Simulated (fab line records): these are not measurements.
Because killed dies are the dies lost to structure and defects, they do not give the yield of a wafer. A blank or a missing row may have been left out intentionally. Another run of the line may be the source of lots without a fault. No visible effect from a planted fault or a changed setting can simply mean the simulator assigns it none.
What tool caused it? / flow berkeley_cmos170 / 7 lots, 21 wafers sampled, at 3 steps of a route of 331

WHAT THE GAUGES READ, wafer by wafer
UCB170_V2_THK_MEAS_04.
lot=L680; measured=day 7 12:11; on=film_metro-03; V2_POLISHED_THK (nm)=1000.3 999.5 998.1
lot=L682; measured=day 8 04:34; on=film_metro-03; V2_POLISHED_THK (nm)=1002.6 1000.8 1000.4
lot=L686; measured=day 8 12:09; on=film_metro-04; V2_POLISHED_THK (nm)=998.6 998.1 998.1
lot=L693; measured=day 10 14:44; on=film_metro-03; V2_POLISHED_THK (nm)=998.9 997.8 998.6
lot=L695; measured=day 11 01:45; on=film_metro-03; V2_POLISHED_THK (nm)=999.9 999.6 998.9
lot=L700; measured=day 12 06:14; on=film_metro-04; V2_POLISHED_THK (nm)=1000.2 1001.1 999.7
lot=L702; measured=day 12 02:35; on=film_metro-01; V2_POLISHED_THK (nm)=1000.3 999.7 998.1

EACH LOT AND THE TOOL THAT RAN IT (in order: tool; ch and the chambers of the sampled wafers; start)
lot=L680; UCB170_ZERO_ETCH_06=rie_diel-01 ch 1,2,3, day 1 22:19; UCB170_M2_ETCH_17=rie_diel-02 ch 1,2, day 7 11:05
lot=L682; UCB170_ZERO_ETCH_06=rie_diel-01 ch 0,3, day 2 06:44; UCB170_M2_ETCH_17=rie_diel-01 ch 1,2, day 8 03:26
lot=L686; UCB170_ZERO_ETCH_06=rie_diel-01 ch 0,1,3, day 3 05:15; UCB170_M2_ETCH_17=rie_diel-03 ch 0,2,3, day 8 10:58
lot=L693; UCB170_ZERO_ETCH_06=rie_diel-03 ch 0,2,3, day 4 18:49; UCB170_M2_ETCH_17=rie_diel-02 ch 0,2,3, day 10 13:39
lot=L695; UCB170_ZERO_ETCH_06=rie_diel-01 ch 0,2,3, day 5 02:03; UCB170_M2_ETCH_17=rie_diel-03 ch 0,2,3, day 11 00:31
lot=L700; UCB170_ZERO_ETCH_06=rie_diel-01 ch 0,1,2, day 6 01:07; UCB170_M2_ETCH_17=rie_diel-03 ch 2,3, day 12 04:59
lot=L702; UCB170_ZERO_ETCH_06=rie_diel-03 ch 0,1,3, day 6 10:28; UCB170_M2_ETCH_17=rie_diel-02 ch 1,2,3, day 12 01:25
- UCB170_ZERO_ETCH_06: etches SiO2 in CHF3/CF4/Ar, time 12 s.
- UCB170_M2_ETCH_17: etches BARC in N2/H2.

THE ANSWER, worked out from the rows above alone
Rule: the usual values come from the lots themselves. Put in order of their means at a reading, lots are off if they are a third of the lots or fewer, leave a main group of 4 or more, and stand apart from it by a gap of 3 or more times the standard deviation of the main group's means; of several such gaps the widest counts. A main group whose means are all the same, to the digits that the tables above print for the reading, isn't used. Also off: a lot with no number at a reading for which 4 or more lots have one. All remaining lots with rows at the step are treated as sound.
Across all readings shown, no lot is off: no conclusion can be drawn from this.

WHAT THE SIMULATOR HAD INSERTED
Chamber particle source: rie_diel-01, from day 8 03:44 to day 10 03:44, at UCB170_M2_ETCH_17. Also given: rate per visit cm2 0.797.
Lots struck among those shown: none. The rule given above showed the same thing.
